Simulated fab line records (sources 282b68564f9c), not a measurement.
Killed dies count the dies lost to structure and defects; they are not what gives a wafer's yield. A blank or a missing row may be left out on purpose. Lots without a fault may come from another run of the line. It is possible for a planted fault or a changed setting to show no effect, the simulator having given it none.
A struck lot beside a sound one :: flow ritCmos :: 15 steps out of a route of 202
Sound: these wafers, L850.1, L850.2, L850.3. The struck wafers were L864.3, L864.4, L864.6. At the end, the cause is stated.
At each step with rows: each side's tool, then ch and its chambers, then its first start. Under that, the readings that differ: sound wafers :: struck wafers :: difference of the means :: sigmas: that difference in standard deviations of wafers without a fault.
alike: readings whose means differ by less than 2 such deviations, and words and numbers that are the same on both sides. not compared: withheld readings, readings that some wafer has no value for, bounds like >300 that may hide the same value, and numbers for which the record gives no deviation and whose values overlap.
Wherever a step has rows on one side only, a row that says differs or no value, or a row with sigmas, the two part there. Numbers that don't overlap but have no deviation are shown without sigmas and don't part them. A reading that every wafer of one side lacks parts them only if that side has two wafers or more.

first, 1 step without rows for these wafers: RIT_NLDD_IMPLANT_08.
RIT_NLDD_STRIP_09: strips in O2, time 180 s.
  sound on plasmaAsher-02 ch 0,1, day 3 06:06; struck on plasmaAsher-02 ch 0,1, day 6 03:00
  alike: chamberPressureMTorr, drypumpMotorCurrentA
  not compared: rfHoursCounterH
RIT_NLDD_TW_MEAS_10:
  struck on filmMetro-03, day 6 03:08; sound on filmMetro-03, day 3 06:16
reading: NLDD_TW
sound: 2466 2462 2461
struck: 2487 2476 2489
difference: +21
sigmas: +2
then, 6 steps without rows for these wafers: RIT_PLDD_HMDS_00 (prime time 60 s); RIT_PLDD_COAT_01 (resist thk 1000 nm); RIT_PLDD_SOFTBAKE_02 (time 60 s); RIT_PLDD_EXPOSE_03 (exposes mask M8, target cd 40900 nm); RIT_PLDD_PEB_04; RIT_PLDD_DEVELOP_05 (develop time 50 s).
RIT_PLDD_OVL_MEAS_06:
  struck on overlay-01, day 6 04:02; sound on overlay-01, day 3 07:11
  alike: PLDD_OVL
then, 2 steps without rows for these wafers: RIT_PLDD_HARDBAKE_07 (time 60 s); RIT_PLDD_IMPLANT_08.
RIT_PLDD_STRIP_09: strips in O2, time 180 s.
  sound on plasmaAsher-03 ch 0,1, day 3 07:31; struck on plasmaAsher-01 ch 0,1, day 6 04:25
  no value came back on the struck wafers for chamberPressureMTorr (mTorr), drypumpMotorCurrentA (A); on the sound wafers chamberPressureMTorr (mTorr) reads 3999 3992 3996
reading: model.NOVOLAK_of_PLDD_COAT_01.thkNm (nm)
sound: 0 0 0
struck: 888.9 889.2 889.7
difference: +889.3
sigmas: 
  not compared: rfHoursCounterH
RIT_PLDD_TW_MEAS_10:
  struck on filmMetro-02, day 6 04:33; sound on filmMetro-02, day 3 07:41
  alike: PLDD_TW
RIT_M1_PROBE_99:
  struck on prober-01, day 6 18:32; sound on prober-02, day 3 21:13
reading: killedAtFrontEnd
sound: 7 7 8
struck: 264 264 264
difference: +257
sigmas: +86

reading: killedDies
sound: 7 7 8
struck: 264 264 264
difference: +257
sigmas: +86

reading: killedOnRim
sound: 3 3 1
struck: 70 70 70
difference: +68
sigmas: +48
  alike: killedAtContacts, killedOpen, killedShort

## WHERE THEY PART
Last at RIT_M1_PROBE_99 as far as this record goes, first at RIT_NLDD_TW_MEAS_10.

WHY: what had been put in by the simulator
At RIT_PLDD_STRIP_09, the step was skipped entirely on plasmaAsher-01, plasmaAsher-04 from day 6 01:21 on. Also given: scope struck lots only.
